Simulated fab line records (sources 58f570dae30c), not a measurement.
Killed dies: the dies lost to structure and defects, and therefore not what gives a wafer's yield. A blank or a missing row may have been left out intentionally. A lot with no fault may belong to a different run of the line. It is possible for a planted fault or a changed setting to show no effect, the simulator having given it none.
fab line records	flow berkeley-cmos170
record: lots: 5	wafers: 15	last-day: 13
route steps=331 shown PVT@119 GATE@125 FIELD@126 PLDD@145
lots that met no fault: taken from a fault-free run of the same line
start-h: start of the lot's first displayed wafer, in hours after the record's first day	wait-h: hours from the lot's prior step to this one	" unchanged from the row above	L1.1+2: a row that stands for several wafers	- value missing, or start not given	* or withheld: withheld	< > ~ a bound
route shown NAME@n: names a module that has steps shown in the file, with the first one's number in the route	usual: mean and standard deviation over wafers with no fault	same: alike in all rows	chamber/n: place in a boat	sites: each site's reading	_std_site: their standard deviation	_edge_site: outer sites' mean less inner sites'	radius-mm: for every site, how far away it sits from the centre of the wafer	mask NAME#n: copy n	behind: tool/chamber where the wafer was last shaped	hold: the reason the lot was held/the length of the hold in hours/how it ended	device: the n, p or np transistor that did not switch	end of line: tests of these same wafers at the route's end	a step without rows: its recipe alone	killed: dies that structure and defects cost at the first sort, which is not the same as the wafer's yield	map: shows each die of a wafer: x if killed, . if not, _ if none is there
set.NAME: setting as actually run; set.NAME@STEP: the setting as run at that earlier step	model.NAME: the simulator's own value behind a step, which no gauge read
lots at selected steps of the route; one table per step, one row per wafer
services: from which hour (start-h, from the record's first day; less than 0 if before it) a tool's chamber was out of use, for how many hours, and why
== steps ==
step: UCB170_PVT_PEB_04
recipe: peb-temp-c: 130	peb-time-s: withheld	resist: KrF
lot.wafer	tool	chamber	start-h	wait-h
L074.1+3+5	litho-track-03	0	132.57	0.5
L076.3+4+5	litho-track-03	0	133.17	0.2
L082.1+3+6	litho-track-03	0	169.14	0.2
L086.1+5+6	litho-track-04	0	198.71	0.1
L096.2+3+4	litho-track-04	0	260.33	0.1
step: UCB170_PVT_DEVELOP_05
recipe: developer: TMAH	develop-time-s: 45	resist: KrF	dev-temp-c: 21
lot.wafer	tool	chamber	start-h	wait-h
L074.1+3+5	litho-track-03	0	-	-
L076.3+4+5	litho-track-03	0	-	-
L082.1+3+6	litho-track-03	0	-	-
L086.1+5+6	litho-track-04	0	-	-
L096.2+3+4	litho-track-04	0	-	-
step: UCB170_PVT_OVL_MEAS_06
usual: PVT_OVL: 5/4.6
lot.wafer	tool	chamber	start-h	wait-h	PVT_OVL[nm]
L074.1	overlay-01	-	132.85	-	1
L074.3	"	-	"	"	8
L074.5	"	-	"	"	10
L076.3	overlay-01	-	133.41	-	7
L076.4	"	-	"	"	6
L076.5	"	-	"	"	11
L082.1	overlay-01	-	169.42	-	4
L082.3	"	-	"	"	-1
L082.6	"	-	"	"	1
L086.1	overlay-02	-	198.99	-	6
L086.5	"	-	"	"	5
L086.6	"	-	"	"	13
L096.2	overlay-02	-	260.59	-	-5
L096.3	"	-	"	"	5
L096.4	"	-	"	"	-1
step: UCB170_PVT_IMPLANT_07
recipe: species: P	dose-cm2: 2e+12	energy-kev: 30	tilt-deg: 7
lot.wafer	tool	chamber	start-h	wait-h
L074.1+3+5	implanter-03	0	132.89	0.0
L076.3+4+5	implanter-03	0	133.49	0.1
L082.1+3+6	implanter-03	0	169.46	0.0
L086.1+5+6	implanter-01	0	199.02	0.0
L096.2+3+4	implanter-02	0	260.64	0.0
step: UCB170_PVT_STRIP_08
recipe: chemistry: O2	power-w: 400	pressure-mtorr: 3500	platen-temp-c: withheld	o2-flow-sccm: 400	overash-fraction: 0.5
usual: drypump-motor-current-A: 5.8/0.36	oes-product-au: 0.735/0.0045	strip-time-to-endpoint-s: 21.61/0.079
lot.wafer	tool	chamber	start-h	wait-h	drypump-motor-current-A	oes-product-au	rf-hours-counter-h	strip-time-to-endpoint-s
L074.1	plasma-asher-04	0	133.04	0.1	5.8	0.730	42	21.64
L074.3	"	1	"	"	6.3	0.734	-	21.69
L074.5	"	0	"	"	5.8	0.728	-	21.72
L076.3	plasma-asher-01	0	133.62	0.1	6.0	0.739	-	21.60
L076.4	"	1	"	"	5.9	0.737	-	21.65
L076.5	"	0	"	"	5.9	0.736	-	21.63
L082.1	plasma-asher-03	0	169.61	0.1	6.1	0.735	38	21.62
L082.3	"	1	"	"	5.0	0.724	-	21.62
L082.6	"	1	"	"	5.0	0.733	-	21.65
L086.1	plasma-asher-01	0	199.17	0.1	5.9	0.726	10	21.51
L086.5	"	1	"	"	5.8	0.731	-	21.50
L086.6	"	0	"	"	6.0	0.733	-	21.58
L096.2	plasma-asher-04	1	260.77	0.1	6.2	0.734	54	21.76
L096.3	"	1	"	"	6.2	0.739	-	21.69
L096.4	"	0	"	"	5.7	0.742	-	21.64
step: UCB170_PVT_TW_MEAS_09
usual: PVT_TW: 510/3.2
lot.wafer	tool	chamber	start-h	wait-h	PVT_TW
L074.1	film-metro-03	-	133.14	0.1	514
L074.3	"	-	"	"	513
L074.5	"	-	"	"	517
L076.3	film-metro-04	-	133.71	0.1	507
L076.4	"	-	"	"	509
L076.5	"	-	"	"	513
L082.1	film-metro-03	-	169.71	0.1	511
L082.3	"	-	"	"	514
L082.6	"	-	"	"	513
L086.1	film-metro-03	-	199.27	0.1	515
L086.5	"	-	"	"	513
L086.6	"	-	"	"	515
L096.2	film-metro-04	-	260.88	0.1	511
L096.3	"	-	"	"	512
L096.4	"	-	"	"	509
step: UCB170_GATE_WET_ETCH_00
recipe: chemistry: dHF	dilution: 25:1	target: SiO2	temp-c: 25	time-s: 200
usual: bath-heat-duty-pct: 6.6/0.89
lot.wafer	tool	chamber	start-h	wait-h	bath-heat-duty-pct
L074.1	wet-bench-01	0	133.20	0.1	5.6
L074.3	"	0	"	"	5.4
L074.5	"	0	"	"	5.6
L076.3	wet-bench-01	3	133.91	0.2	6.3
L076.4	"	3	"	"	6.3
L076.5	"	3	"	"	6.0
L082.1	wet-bench-02	1	169.77	0.1	6.4
L082.3	"	1	"	"	6.0
L082.6	"	1	"	"	6.4
L086.1	wet-bench-02	1	199.33	0.1	6.3
L086.5	"	1	"	"	6.7
L086.6	"	1	"	"	6.5
L096.2	wet-bench-03	1	260.93	0.0	6.5
L096.3	"	1	"	"	6.5
L096.4	"	1	"	"	5.6
step: UCB170_FIELD_THK_MEAS_91
recipe: reads: SiO2_of_FIELD_OXIDATION_01
usual: FIELD_OXIDE_LEFT_2_THK: 354/9.3
lot.wafer	tool	chamber	start-h	wait-h	FIELD_OXIDE_LEFT_2_THK[nm]
L074.1	film-metro-04	-	133.26	0.0	363
L074.3	"	-	"	"	366
L074.5	"	-	"	"	362
L076.3	film-metro-01	-	133.99	0.0	384
L076.4	"	-	"	"	373
L076.5	"	-	"	"	378
L082.1	film-metro-03	-	169.83	0.0	339
L082.3	"	-	"	"	342
L082.6	"	-	"	"	343
L086.1	film-metro-04	-	199.40	0.0	351
L086.5	"	-	"	"	349
L086.6	"	-	"	"	352
L096.2	film-metro-03	-	261.00	0.0	367
L096.3	"	-	"	"	352
L096.4	"	-	"	"	374
step: UCB170_GATE_OXIDATION_01
recipe: temp-c: 850	ambient: O2	target-thk-a: 66	ox-time-s: 1800
usual: spike-tc-load-C: 871.0/1.6	tube-center-temp-C: 850.01/0.084	zone-power-load-pct: 23.0/1.9
lot.wafer	tool	chamber	start-h	wait-h	spike-tc-load-C	tube-center-temp-C	zone-power-load-pct
L074.1	furnace-02	0	137.64	4.4	868.8	850.02	24.3
L074.3	"	0	"	"	870.8	849.92	24.2
L074.5	"	0	"	"	871.7	850.08	24.0
L076.3	furnace-02	0	137.64	3.6	869.4	849.97	24.2
L076.4	"	0	"	"	869.4	849.96	24.0
L076.5	"	0	"	"	870.8	849.94	24.1
L082.1	furnace-02	0	174.47	4.6	870.8	850.1	24.2
L082.3	"	0	"	"	871.1	849.91	24.1
L082.6	"	0	"	"	870.1	849.9	23.8
L086.1	furnace-02	0	200.85	1.4	872.7	849.84	24.0
L086.5	"	0	"	"	869.2	850.07	24.3
L086.6	"	0	"	"	868.4	849.91	24.4
L096.2	furnace-02	0	267.46	6.5	870.1	849.95	24.3
L096.3	"	0	"	"	872.1	850.02	24.5
L096.4	"	0	"	"	869.8	849.92	24.2
step: UCB170_GATE_THK_MEAS_02
recipe: reads: SiO2_of_GATE_OXIDATION_01
usual: GATE_OXIDE_THK: 6.58/0.13
lot.wafer	tool	chamber	start-h	wait-h	GATE_OXIDE_THK[nm]
L074.1	film-metro-04	-	139.14	0.0	6.54
L074.3	"	-	"	"	6.48
L074.5	"	-	"	"	6.60
L076.3	film-metro-01	-	139.16	0.0	6.59
L076.4	"	-	"	"	6.64
L076.5	"	-	"	"	6.49
L082.1	film-metro-01	-	175.97	0.0	6.54
L082.3	"	-	"	"	6.55
L082.6	"	-	"	"	6.54
L086.1	film-metro-02	-	202.41	0.1	6.66
L086.5	"	-	"	"	6.67
L086.6	"	-	"	"	6.63
L096.2	film-metro-01	-	268.97	0.0	6.47
L096.3	"	-	"	"	6.35
L096.4	"	-	"	"	6.45
step: UCB170_GATE_ANNEAL_03
recipe: temp-c: 900	time-s: 1800	ambient: N2
usual: spike-tc-load-C: 923.3/1.1	tube-center-temp-C: 900/0.078	zone-power-load-pct: 23.8/2
lot.wafer	tool	chamber	start-h	wait-h	spike-tc-load-C	tube-center-temp-C	zone-power-load-pct
L074.1	furnace-04	0	143.28	4.1	922.8	899.99	21.5
L074.3	"	0	"	"	924.3	900.04	21.8
L074.5	"	0	"	"	920.7	900.02	21.8
L076.3	furnace-04	0	143.28	4.1	923.7	900.07	21.4
L076.4	"	0	"	"	922.7	900.08	21.5
L076.5	"	0	"	"	924.4	900	21.3
L082.1	furnace-04	0	181.07	5.1	920.1	899.88	21.0
L082.3	"	0	"	"	923.0	899.96	21.0
L082.6	"	0	"	"	922.8	900.1	21.2
L086.1	furnace-01	0	212.37	9.9	922.2	900.05	25.4
L086.5	"	0	"	"	924.5	900.01	25.5
L086.6	"	0	"	"	922.8	899.99	25.4
L096.2	furnace-04	0	272.46	3.5	921.9	899.9	21.4
L096.3	"	0	"	"	922.7	899.81	21.5
L096.4	"	0	"	"	924.4	899.89	21.5
step: UCB170_GATE_CVD_04
recipe: material: poly-Si	temp-c: 610	precursor: SiH4	time-s: 1440	pressure-mtorr: 375	target-thk-nm: 214	sih4-flow-sccm: 120
usual: spike-tc-load-C: 630/3.3	zone-power-load-pct: 11.85/0.21
lot.wafer	tool	chamber	start-h	wait-h	spike-tc-load-C	zone-power-load-pct
L074.1	lpcvd-01	0	145.89	1.1	625	11.81
L074.3	"	0	"	"	626	11.82
L074.5	"	0	"	"	625	11.96
L076.3	lpcvd-01	1	145.89	1.1	634	12.03
L076.4	"	1	"	"	634	11.99
L076.5	"	1	"	"	633	12.23
L082.1	lpcvd-02	1	182.57	0.0	629	11.80
L082.3	"	1	"	"	630	11.96
L082.6	"	1	"	"	630	12.11
L086.1	lpcvd-01	1	213.87	0.0	635	11.82
L086.5	"	1	"	"	634	11.86
L086.6	"	1	"	"	632	12.04
L096.2	lpcvd-01	0	273.96	0.0	628	11.84
L096.3	"	0	"	"	624	12.00
L096.4	"	0	"	"	626	11.84
step: UCB170_GATE_THK_MEAS_05
recipe: reads: poly-Si_of_GATE_CVD_04
usual: GATE_POLY_THK: 214.0/2.3
lot.wafer	tool	chamber	start-h	wait-h	GATE_POLY_THK[nm]
L074.1	film-metro-04	-	147.29	0.0	215.1
L074.3	"	-	"	"	215.3
L074.5	"	-	"	"	215.7
L076.3	film-metro-01	-	147.31	0.0	211.6
L076.4	"	-	"	"	210.0
L076.5	"	-	"	"	210.3
L082.1	film-metro-04	-	183.97	0.0	215.7
L082.3	"	-	"	"	213.9
L082.6	"	-	"	"	214.6
L086.1	film-metro-04	-	215.33	0.1	214.4
L086.5	"	-	"	"	212.7
L086.6	"	-	"	"	213.0
L096.2	film-metro-02	-	275.37	0.0	217.0
L096.3	"	-	"	"	216.6
L096.4	"	-	"	"	215.6
step: UCB170_GATE_COAT_06
recipe: resist: BARC	temp-c: withheld	time-s: withheld	spin-rpm: 3000	resist-thk-nm: withheld
lot.wafer	tool	chamber	start-h	wait-h
L076.3+4+5	litho-track-02	0	147.67	0.4
L074.1+3+5	litho-track-01	0	147.75	0.5
L082.1+3+6	litho-track-03	0	184.19	0.2
L086.1+5+6	litho-track-03	0	215.78	0.4
L096.2+3+4	litho-track-02	0	275.61	0.2
step: UCB170_GATE_COAT_07
recipe: resist: KrF	spin-rpm: 1500	resist-thk-nm: 900
lot.wafer	tool	chamber	start-h	wait-h
L076.3+4+5	litho-track-02	0	-	-
L074.1+3+5	litho-track-01	0	-	-
L082.1+3+6	litho-track-03	0	-	-
L086.1+5+6	litho-track-03	0	-	-
L096.2+3+4	litho-track-02	0	-	-
step: UCB170_GATE_SOFTBAKE_08
recipe: resist: KrF	temp-c: 130	time-s: 60
lot.wafer	tool	chamber	start-h	wait-h
L076.3+4+5	litho-track-02	0	-	-
L074.1+3+5	litho-track-01	0	-	-
L082.1+3+6	litho-track-03	0	-	-
L086.1+5+6	litho-track-03	0	-	-
L096.2+3+4	litho-track-02	0	-	-
step: UCB170_GATE_EXPOSE_09
recipe: mask-id: POLY	target-cd-nm: 350	na: 0.5	sigma-outer: 0.6	source-shape: conventional	dose-mj: 21
lot.wafer	tool	chamber	start-h	wait-h	mask
L076.3+4+5	krf-scanner-01	0	148.24	-	POLY#0
L074.1+3+5	krf-scanner-01	0	148.32	-	POLY#0
L082.1+3+6	krf-scanner-01	0	184.64	-	POLY#0
L086.1+5+6	krf-scanner-01	0	216.38	-	POLY#0
L096.2+3+4	krf-scanner-02	0	276.23	-	POLY#0
step: UCB170_GATE_PEB_10
recipe: peb-temp-c: 130	peb-time-s: withheld	resist: KrF
lot.wafer	tool	chamber	start-h	wait-h
L076.3+4+5	litho-track-02	0	148.40	0.1
L074.1+3+5	litho-track-01	0	148.47	0.1
L082.1+3+6	litho-track-03	0	184.76	0.1
L086.1+5+6	litho-track-02	0	216.50	0.1
L096.2+3+4	litho-track-02	0	276.51	0.3
step: UCB170_GATE_DEVELOP_11
recipe: developer: TMAH	develop-time-s: 45	resist: KrF	dev-temp-c: 21
lot.wafer	tool	chamber	start-h	wait-h
L076.3+4+5	litho-track-02	0	-	-
L074.1+3+5	litho-track-01	0	-	-
L082.1+3+6	litho-track-03	0	-	-
L086.1+5+6	litho-track-02	0	-	-
L096.2+3+4	litho-track-02	0	-	-
step: UCB170_GATE_CD_MEAS_12
recipe: target-cd-nm: 350
usual: cd-nm: 349.8/1.2
lot.wafer	tool	chamber	start-h	wait-h	cd-nm
L076.3	cd-sem-01	-	148.66	-	348.2
L076.4	"	-	"	"	349.7
L076.5	"	-	"	"	348.2
L074.1	cd-sem-02	-	148.75	-	348.6
L074.3	"	-	"	"	348.9
L074.5	"	-	"	"	348.9
L082.1	cd-sem-01	-	185.03	-	348.9
L082.3	"	-	"	"	348.6
L082.6	"	-	"	"	348.4
L086.1	cd-sem-01	-	216.78	-	350.5
L086.5	"	-	"	"	349.1
L086.6	"	-	"	"	351.1
L096.2	cd-sem-02	-	276.78	-	351.6
L096.3	"	-	"	"	350.4
L096.4	"	-	"	"	350.3
step: UCB170_GATE_OVL_MEAS_13
usual: GATE_OVL: -5/5.6
lot.wafer	tool	chamber	start-h	wait-h	GATE_OVL[nm]
L076.3	overlay-01	-	148.76	0.1	-4
L076.4	"	-	"	"	-10
L076.5	"	-	"	"	-5
L074.1	overlay-02	-	148.87	0.1	-5
L074.3	"	-	"	"	0
L074.5	"	-	"	"	1
L082.1	overlay-02	-	185.15	0.1	-6
L082.3	"	-	"	"	-8
L082.6	"	-	"	"	-9
L086.1	overlay-01	-	216.90	0.1	-14
L086.5	"	-	"	"	-20
L086.6	"	-	"	"	-11
L096.2	overlay-02	-	276.89	0.1	-2
L096.3	"	-	"	"	-4
L096.4	"	-	"	"	-7
step: UCB170_GATE_ETCH_14
recipe: chemistry: N2/H2	target-depth-a: withheld	overetch-a: withheld	target: BARC	time-s: withheld	source-w: 500	bias-w: 100	pressure-mtorr: 30	n2-flow-sccm: 100	h2-flow-sccm: 200
usual: drypump-motor-current-A: 5.7/0.45	oes-product-au: 1.006/0.024	throttle-valve-pct: 13.28/0.17
lot.wafer	tool	chamber	start-h	wait-h	drypump-motor-current-A	oes-product-au	throttle-valve-pct
L076.3	rie-diel-03	0	148.78	0.0	5.1	0.970	13.33
L076.4	"	3	"	"	5.6	1.038	13.07
L076.5	"	0	"	"	5.1	0.963	13.33
L074.1	rie-diel-01	3	148.90	0.0	5.8	1.006	13.48
L074.3	"	2	"	"	6.2	0.968	13.16
L074.5	"	0	"	"	6.0	0.981	13.51
L082.1	rie-diel-02	3	185.19	0.0	4.7	1.002	13.49
L082.3	"	0	"	"	5.2	1.034	13.38
L082.6	"	0	"	"	5.2	1.026	13.40
L086.1	rie-diel-03	1	216.94	0.0	5.6	1.032	13.16
L086.5	"	3	"	"	5.6	1.041	13.07
L086.6	"	2	"	"	5.6	1.030	13.11
L096.2	rie-diel-02	0	276.92	0.0	5.2	1.036	13.42
L096.3	"	2	"	"	5.8	1.012	13.06
L096.4	"	1	"	"	6.1	0.988	13.41
step: UCB170_GATE_ETCH_15
recipe: chemistry: HBr/Cl2	target: poly-Si	stop-on: SiO2	over-etch-frac: 0.3	icp-w: 300	bias-w: 150	time-s: 56.3	pressure-mtorr: 15	HBr_flow_sccm: 150	Cl2_flow_sccm: 50	target-depth-a: 2782
usual: drypump-motor-current-A: 5.7/0.57	oes-product-au: 0.837/0.015	throttle-valve-pct: 26.45/0.2
lot.wafer	tool	chamber	start-h	wait-h	drypump-motor-current-A	oes-product-au	rf-hours-counter-h	throttle-valve-pct
L076.3	rie-si-02	2	148.82	-	4.9	0.844	39	26.36
L076.4	"	1	"	"	6.1	0.816	125	26.23
L076.5	"	1	"	"	6.1	0.819	-	26.23
L074.1	rie-si-01	0	148.95	-	5.2	0.856	11	26.64
L074.3	"	3	"	"	6.0	0.836	1	26.25
L074.5	"	3	"	"	6.0	0.838	-	26.26
L082.1	rie-si-02	0	185.23	-	5.6	0.847	46	26.82
L082.3	"	1	"	"	6.1	0.832	0	26.14
L082.6	"	3	"	"	5.5	0.838	-	26.61
L086.1	rie-si-01	1	216.98	-	6.9	0.811	2	26.42
L086.5	"	0	"	"	5.2	0.840	-	26.64
L086.6	"	3	"	"	6.0	0.829	-	26.27
L096.2	rie-si-01	1	276.96	-	6.9	0.824	2	26.41
L096.3	"	0	"	"	5.2	0.857	12	26.64
L096.4	"	3	"	"	6.0	0.834	2	26.24
step: UCB170_GATE_STRIP_16
recipe: chemistry: O2	power-w: 400	pressure-mtorr: 3500	platen-temp-c: withheld	o2-flow-sccm: 400	overash-fraction: 0.5
usual: drypump-motor-current-A: 5.7/0.51	oes-product-au: 0.724/0.0051
lot.wafer	tool	chamber	start-h	wait-h	drypump-motor-current-A	oes-product-au	rf-hours-counter-h
L076.3	plasma-asher-02	1	148.90	0.1	4.8	0.737	-
L076.4	"	0	"	"	5.8	0.732	-
L076.5	"	0	"	"	5.9	0.726	-
L074.1	plasma-asher-03	0	148.99	0.0	6.1	0.725	36
L074.3	"	0	"	"	6.2	0.719	-
L074.5	"	0	"	"	6.1	0.724	-
L082.1	plasma-asher-03	0	185.28	0.0	6.1	0.732	40
L082.3	"	1	"	"	5.1	0.723	-
L082.6	"	0	"	"	6.1	0.730	-
L086.1	plasma-asher-03	1	217.03	0.0	5.1	0.729	42
L086.5	"	1	"	"	5.0	0.718	-
L086.6	"	0	"	"	6.1	0.728	-
L096.2	plasma-asher-03	0	277.01	0.0	6.1	0.731	49
L096.3	"	0	"	"	6.1	0.729	-
L096.4	"	1	"	"	5.1	0.735	-
step: UCB170_GATE_CD_MEAS_90
recipe: target-cd-nm: 350
usual: cd-nm: 349.9/1.2
lot.wafer	tool	chamber	start-h	wait-h	cd-nm
L076.3	cd-sem-02	-	149.01	0.1	348.2
L076.4	"	-	"	"	349.7
L076.5	"	-	"	"	348.1
L074.1	cd-sem-01	-	149.09	0.1	349.0
L074.3	"	-	"	"	348.9
L074.5	"	-	"	"	348.0
L082.1	cd-sem-01	-	185.38	0.1	349.6
L082.3	"	-	"	"	349.5
L082.6	"	-	"	"	348.8
L086.1	cd-sem-02	-	217.13	0.1	350.5
L086.5	"	-	"	"	350.0
L086.6	"	-	"	"	350.5
L096.2	cd-sem-02	-	277.21	0.2	352.3
L096.3	"	-	"	"	350.4
L096.4	"	-	"	"	350.9
step: UCB170_GATE_CLEAN_17
recipe: chemistry: SPM	temp-c: 120	time-s: 600
usual: bath-heat-duty-pct: 14.1/1.4
lot.wafer	tool	chamber	start-h	wait-h	bath-heat-duty-pct
L076.3	wet-bench-02	1	149.09	0.1	14.1
L076.4	"	1	"	"	12.6
L076.5	"	1	"	"	12.9
L074.1	wet-bench-02	1	149.27	0.2	13.6
L074.3	"	1	"	"	13.8
L074.5	"	1	"	"	13.2
L082.1	wet-bench-02	0	185.66	0.3	13.6
L082.3	"	0	"	"	13.0
L082.6	"	0	"	"	12.9
L086.1	wet-bench-03	2	217.72	0.6	15.3
L086.5	"	2	"	"	14.5
L086.6	"	2	"	"	15.6
L096.2	wet-bench-02	0	277.31	0.1	12.7
L096.3	"	0	"	"	12.4
L096.4	"	0	"	"	13.1
step: UCB170_PLDD_HMDS_00
recipe: prime-time-s: 60	prime-temp-c: 100
lot.wafer	tool	chamber	start-h	wait-h
L076.3+4+5	litho-track-04	0	149.32	0.1
L074.1+3+5	litho-track-02	0	149.58	0.1
L082.1+3+6	litho-track-02	0	186.10	0.3
L086.1+5+6	litho-track-02	0	218.15	0.2
L096.2+3+4	litho-track-01	0	277.55	0.0
step: UCB170_PLDD_COAT_01
recipe: resist: KrF	spin-rpm: 1500	resist-thk-nm: 900
lot.wafer	tool	chamber	start-h	wait-h
L076.3+4+5	litho-track-04	0	149.47	0.1
L074.1+3+5	litho-track-02	0	149.73	0.1
L082.1+3+6	litho-track-02	0	186.25	0.1
L086.1+5+6	litho-track-02	0	218.30	0.1
L096.2+3+4	litho-track-01	0	277.70	0.1
step: UCB170_PLDD_SOFTBAKE_02
recipe: resist: KrF	temp-c: 130	time-s: 60
lot.wafer	tool	chamber	start-h	wait-h
L076.3+4+5	litho-track-04	0	149.62	0.1
L074.1+3+5	litho-track-02	0	149.88	0.1
L082.1+3+6	litho-track-02	0	186.40	0.1
L086.1+5+6	litho-track-02	0	218.45	0.1
L096.2+3+4	litho-track-01	0	277.85	0.1
step: UCB170_PLDD_EXPOSE_03
recipe: mask-id: PSELECT	na: 0.5	sigma-outer: 0.6	source-shape: conventional	target-cd-nm: 1200	dose-mj: 30
lot.wafer	tool	chamber	start-h	wait-h	mask
L076.3+4+5	krf-scanner-02	0	149.88	0.2	PSELECT#0
L074.1+3+5	krf-scanner-02	0	150.03	0.1	PSELECT#0
L082.1+3+6	krf-scanner-01	0	186.67	0.2	PSELECT#0
L086.1+5+6	krf-scanner-01	0	218.96	0.5	PSELECT#0
L096.2+3+4	krf-scanner-02	0	277.99	0.1	PSELECT#0
step: UCB170_PLDD_PEB_04
recipe: peb-temp-c: 130	peb-time-s: withheld	resist: KrF
lot.wafer	tool	chamber	start-h	wait-h
L076.3+4+5	litho-track-02	0	150.08	0.2
L074.1+3+5	litho-track-01	0	150.17	0.1
L082.1+3+6	litho-track-04	0	187.27	0.6
L086.1+5+6	litho-track-04	0	219.52	0.5
L096.2+3+4	litho-track-01	0	278.11	0.1
step: UCB170_PLDD_DEVELOP_05
recipe: developer: TMAH	develop-time-s: 45	resist: KrF	dev-temp-c: 21
lot.wafer	tool	chamber	start-h	wait-h
L076.3+4+5	litho-track-02	0	-	-
L074.1+3+5	litho-track-01	0	-	-
L082.1+3+6	litho-track-04	0	-	-
L086.1+5+6	litho-track-04	0	-	-
L096.2+3+4	litho-track-01	0	-	-
step: UCB170_PLDD_CD_MEAS_06
recipe: target-cd-nm: 1200
usual: cd-nm: 1199.9/1.6
lot.wafer	tool	chamber	start-h	wait-h	cd-nm
L076.3	cd-sem-01	-	150.35	-	1201.7
L076.4	"	-	"	"	1201.1
L076.5	"	-	"	"	1200.9
L074.1	cd-sem-01	-	150.45	-	1200.5
L074.3	"	-	"	"	1202.0
L074.5	"	-	"	"	1201.2
L082.1	cd-sem-01	-	187.55	-	1202.3
L082.3	"	-	"	"	1202.3
L082.6	"	-	"	"	1202.5
L086.1	cd-sem-02	-	219.80	-	1196.7
L086.5	"	-	"	"	1194.4
L086.6	"	-	"	"	1195.0
L096.2	cd-sem-02	-	278.38	-	1198.4
L096.3	"	-	"	"	1198.8
L096.4	"	-	"	"	1198.0
step: UCB170_PLDD_OVL_MEAS_07
usual: PLDD_OVL: -2/4.7
lot.wafer	tool	chamber	start-h	wait-h	PLDD_OVL[nm]
L076.3	overlay-02	-	150.44	0.1	-4
L076.4	"	-	"	"	0
L076.5	"	-	"	"	-3
L074.1	overlay-02	-	150.57	0.1	-5
L074.3	"	-	"	"	3
L074.5	"	-	"	"	3
L082.1	overlay-01	-	187.67	0.1	4
L082.3	"	-	"	"	2
L082.6	"	-	"	"	-2
L086.1	overlay-01	-	219.92	0.1	-7
L086.5	"	-	"	"	2
L086.6	"	-	"	"	-4
L096.2	overlay-01	-	278.49	0.1	0
L096.3	"	-	"	"	-2
L096.4	"	-	"	"	-5
== services ==
tool	chamber	start-h	hours	kind
plasma-asher-01	-	108.75	9.0	pm
implanter-03	-	116.96	4.2	pm
krf-scanner-02	-	122.99	3.9	repair
krf-scanner-01	-	140.26	0.2	repair
krf-scanner-01	-	155.46	1.0	pm
krf-scanner-01	-	161.42	1.5	repair
implanter-03	-	184.78	2.1	repair
implanter-03	-	189.64	3.0	repair
krf-scanner-02	-	190.44	1.0	pm
krf-scanner-01	-	191.44	0.8	pm
krf-scanner-02	-	193.19	0.8	pm
furnace-04	-	204.37	3.4	pm
lpcvd-01	-	205.94	6.0	pm
furnace-04	-	207.73	4.1	pm
plasma-asher-03	-	225.32	1.9	repair
rie-si-01	0	228.36	4.4	repair
furnace-02	-	235.57	4.2	pm
krf-scanner-01	-	241.31	2.0	repair
implanter-03	-	249.98	0.7	repair
furnace-02	-	251.82	15.6	pm
krf-scanner-02	-	253.80	1.3	pm
krf-scanner-01	-	270.84	1.3	pm
furnace-02	-	275.46	2.7	pm
krf-scanner-01	-	275.52	4.8	repair
== key ==
fault none
